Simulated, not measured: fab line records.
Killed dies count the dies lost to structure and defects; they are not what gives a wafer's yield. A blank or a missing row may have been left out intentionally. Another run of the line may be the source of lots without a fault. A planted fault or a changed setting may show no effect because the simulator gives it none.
2 desks, one fault | flow berkeley_cmos170 | each desk holds nothing but its own numbers, with what lay behind them at the end

## TOOL OWNER'S DESK, litho_track-01
The tool's own readings at UCB170_M1_COAT_04 (resist thk 900 nm): means of the sampled wafers that have a number, for each lot that ran on this tool. If a lot's mean is further than 4 standard deviations from the usual mean, the lot is out of limits and carries the mark OUT (the distance appears in the brackets).
Columns: A = chill_plate_temp_C at UCB170_M1_COAT_04, usual 23.01 C; B = resist_line_temp_C at UCB170_M1_COAT_04, usual 23.01 C
lot  | first seen here | A     | B
L994 | day 7 07:00     | 22.94 | 23.05
L995 | day 7 07:00     | 22.93 | 22.92
L998 | day 8 10:00     | 23.01 | 23.15
L999 | day 8 18:00     | 23.01 | 23.00
Result from this desk: across the 4 lots, nothing is out of limits.

## METROLOGY DESK
What the gauges read, lot by lot, whatever tool the lot ran on: means of the sampled wafers that have a number. If a lot's mean is further than 4 standard deviations from the usual mean, the lot is out of limits and carries the mark OUT (the distance appears in the brackets).
Columns: A = PLDD_RS at UCB170_SDANNEAL_RS_MEAS_04, usual 1031.3 ohm/sq; B = M1_AL_THK at UCB170_M1_THK_MEAS_02, usual 601 nm; C = cd_nm at UCB170_M1_CD_MEAS_09, usual 700.4 nm
lot  | first seen here | A      | B   | C
L992 | day 6 16:16     | 1035.3 | 604 | 698.9
L995 | day 7 01:49     | 1035.0 | 603 | 700.8
L994 | day 7 02:07     | 1029.0 | 595 | 699.6
L993 | day 7 02:18     | 1031.0 | 608 | 702.3
L998 | day 8 05:11     | 1032.0 | 598 | 679.0 (-13) OUT
L999 | day 8 12:50     | 1031.8 | 599 | 679.6 (-13) OUT
L104 | day 8 23:16     | 1031.1 | 591 | 701.2
L108 | day 10 05:02    | 1029.5 | 606 | 700.2
L107 | day 10 05:03    | 1036.3 | 589 | 700.3
L106 | day 10 05:28    | 1032.0 | 612 | 696.7
L109 | day 10 05:55    | 1030.9 | 598 | 700.9
L111 | day 11 03:18    | 1032.0 | 605 | 700.8
L113 | day 11 11:45    | 1026.1 | 593 | 700.1
L115 | day 11 22:40    | 1028.7 | 600 | 701.6
This desk's verdict: out of limits on L998, L999, starting with L998 at day 8 11:37 (cd_nm at UCB170_M1_CD_MEAS_09). L992, L995, L994, L993, L104, L108, L107, L106, L109, L111, L113, L115 stayed within limits.

## BROUGHT TOGETHER
An alarm was possible from the metrology desk at day 8 11:37, on L998, L999.
The tool owner's desk saw nothing out of limits.
Tool owner's desk: L998, L999 on record, inside its limits.
Of the lots named, all ran UCB170_M1_COAT_04 on litho_track-01.

## WHAT WAS PUT IN BY THE SIMULATOR
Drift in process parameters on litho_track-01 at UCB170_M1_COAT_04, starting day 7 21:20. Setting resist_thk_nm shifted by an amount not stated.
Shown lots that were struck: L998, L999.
Hours from the fault's start to each desk's first reading out of limits: the metrology desk, 14.
